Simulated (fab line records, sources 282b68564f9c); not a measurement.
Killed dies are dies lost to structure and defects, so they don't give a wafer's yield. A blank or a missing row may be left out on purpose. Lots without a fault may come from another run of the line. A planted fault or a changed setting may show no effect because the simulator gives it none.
fab line records | flow rit_cmos
record lots=14 wafers=42 last_day=7
route steps=202 shown CONTACT@168
lots that met no fault: from a run of the same line without faults
start_h: hours from the record's first day to the start of the lot's first wafer shown | wait_h: hours since the lot's step before | " the same as in the row above | L1.1+2: a row that stands for several wafers | - no value, or no start given | * or withheld: withheld | < > ~ a bound
route shown NAME@n: a module of which the file shows steps, and the number in the route of the first | usual: mean/standard deviation of fault-free wafers | same: alike in all rows | chamber/n: place in a boat | sites: the reading at each site | _std_site: their standard deviation | _edge_site: outer sites' mean less inner sites' | radius_mm: how far each site lies from the wafer's centre | mask NAME#n: copy n | behind: the tool/chamber that last shaped the wafer | hold: why the lot was held/for how many hours/how that ended | device: the transistor (n, p or np) that didn't switch | end of line: the same wafers' tests at the end of the route | a step without rows: its recipe alone | killed: dies lost to structure and defects at the first sort, not the wafer's yield | map: a wafer's dies, x killed, . not, _ none there
set.NAME: the setting as run; set.NAME@STEP: as run at that earlier step | model.NAME: the simulator's own value behind a step, which no gauge read
steps of the route over a sample of lots; a table a step, a row a wafer
services: from which hour (start_h, from the record's first day; less than 0 if before it) a tool's chamber was out of use, for how many hours, and why
## steps
# step RIT_CONTACT_CVD_00
# recipe material=SiO2 target_thk_nm=400 precursor=TEOS temp_c=390 time_s=61 rf_w=400
# usual heater_power_w=319/47
# columns lot.wafer tool chamber start_h wait_h heater_power_w
L355.2 pecvd-03 0 51.23 0.0 246
L355.3 " 2 " " 274
L355.5 " 1 " " 397
L356.3 pecvd-01 1 56.01 0.0 288
L356.5 " 0 " " 317
L356.6 " 1 " " 212
L357.2 pecvd-04 0 61.10 0.0 348
L357.5 " 1 " " 328
L357.6 " 2 " " 309
L358.1 pecvd-03 1 64.46 0.1 356
L358.4 " 1 " " 362
L358.6 " 2 " " 324
L360.2 pecvd-04 0 75.75 0.0 293
L360.4 " 0 " " 300
L360.6 " 1 " " 385
L361.3 pecvd-03 2 80.54 0.1 260
L361.4 " 1 " " 381
L361.6 " 0 " " 261
L363.1 pecvd-04 1 90.93 0.1 434
L363.3 " 0 " " 325
L363.4 " 1 " " 434
L367.2 pecvd-03 2 112.60 0.0 307
L367.3 " 0 " " 307
L367.4 " 1 " " 395
L371.2 pecvd-03 2 130.02 0.0 291
L371.3 " 0 " " 289
L371.4 " 2 " " 298
L372.2 pecvd-04 2 137.69 0.0 317
L372.4 " 0 " " 249
L372.6 " 1 " " 374
L373.3 pecvd-01 1 141.98 0.1 291
L373.4 " 0 " " 312
L373.5 " 1 " " 211
L375.2 pecvd-04 1 150.85 0.0 376
L375.3 " 0 " " 326
L375.6 " 0 " " 336
L376.1 pecvd-01 0 154.85 0.1 253
L376.3 " 1 " " 249
L376.6 " 0 " " 265
L378.1 pecvd-04 0 167.14 0.1 319
L378.2 " 1 " " 344
L378.4 " 1 " " 361
# step RIT_CONTACT_THK_MEAS_01
# recipe reads=SiO2_of_CONTACT_CVD_00
# usual CONTACT_TEOS_THK=400/5.8
# columns lot.wafer tool chamber start_h wait_h hold CONTACT_TEOS_THK[nm]
L355.2 film_metro-01 - 51.29 0.0 - 400
L355.3 " - " " - 397
L355.5 " - " " - 408
L356.3 film_metro-01 - 56.08 0.0 - 401
L356.5 " - " " - 401
L356.6 " - " " - 405
L357.2 film_metro-03 - 61.16 0.0 - 392
L357.5 " - " " - 395
L357.6 " - " " - 401
L358.1 film_metro-01 - 64.51 0.0 - 404
L358.4 " - " " - 407
L358.6 " - " " - 409
L360.2 film_metro-03 - 75.81 0.0 - 394
L360.4 " - " " - 402
L360.6 " - " " - 401
L361.3 film_metro-01 - 80.61 0.0 - 400
L361.4 " - " " - 409
L361.6 " - " " - 409
L363.1 film_metro-04 - 90.98 0.0 - 390
L363.3 " - " " - 394
L363.4 " - " " - 402
L367.2 film_metro-03 - 112.66 0.0 await_dispo/0.2h/release 394
L367.3 " - " " await_dispo/0.2h/release 556
L367.4 " - " " await_dispo/0.2h/release 409
L367.2 film_metro-03 - 112.88 0.2 - 394
L367.3 " - " " - 557
L367.4 " - " " - 409
L371.2 film_metro-01 - 130.08 0.0 await_dispo/0.2h/release 399
L371.3 " - " " await_dispo/0.2h/release 560
L371.4 " - " " await_dispo/0.2h/release 402
L371.2 film_metro-01 - 130.31 0.2 - 399
L371.3 " - " " - 560
L371.4 " - " " - 403
L372.2 film_metro-03 - 137.75 0.0 - 393
L372.4 " - " " - 397
L372.6 " - " " - 401
L373.3 film_metro-03 - 142.05 0.0 - 402
L373.4 " - " " - 400
L373.5 " - " " - 404
L375.2 film_metro-04 - 150.91 0.0 - 399
L375.3 " - " " - 396
L375.6 " - " " - 402
L376.1 film_metro-03 - 154.90 0.0 - 401
L376.3 " - " " - 401
L376.6 " - " " - 411
L378.1 film_metro-04 - 167.19 0.0 - 394
L378.2 " - " " - 397
L378.4 " - " " - 406
## services
# columns tool chamber start_h hours kind
pecvd-01 - 96.20 1.1 repair
pecvd-01 1 119.46 8.4 repair
pecvd-03 - 122.09 5.5 pm
pecvd-01 2 136.91 9.7 repair
## key
first_sign step=RIT_CONTACT_THK_MEAS_01 reading=visit direction=added
effect step=RIT_CONTACT_THK_MEAS_01 reading=CONTACT_TEOS_THK direction=up sigmas=27 usual=400 struck=558
met_at RIT_CONTACT_CVD_00
struck_lots L367,L371
struck_wafers L367.3,L371.3
later_rows_left_out L367.3,L371.3
sort_left_out L367.3,L371.3
tester_left_out L367,L371
onset_between 80.54 112.60
fault kind=process_parameter_drift tool=pecvd-03 chamber=0 onset_h=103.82 steps=RIT_CONTACT_CVD_00 channel=target_thk_nm offset=160 shape=step end_h=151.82 stated=400
# tester_left_out: of these lots the tester's yield and bins aren't shown, on N5 and GAA mostly nor the transistor test; their killed dies are dies lost to structure and defects alone, not to doping, threshold or leakage, so they don't give the yield
# sort_left_out: the simulated sort isn't trusted on such a fault, so these wafers' sort isn't shown, and their yield isn't known
# later_rows_left_out: the simulator's readings of these wafers behind a module that went badly wrong aren't trusted and aren't shown, but for the sort
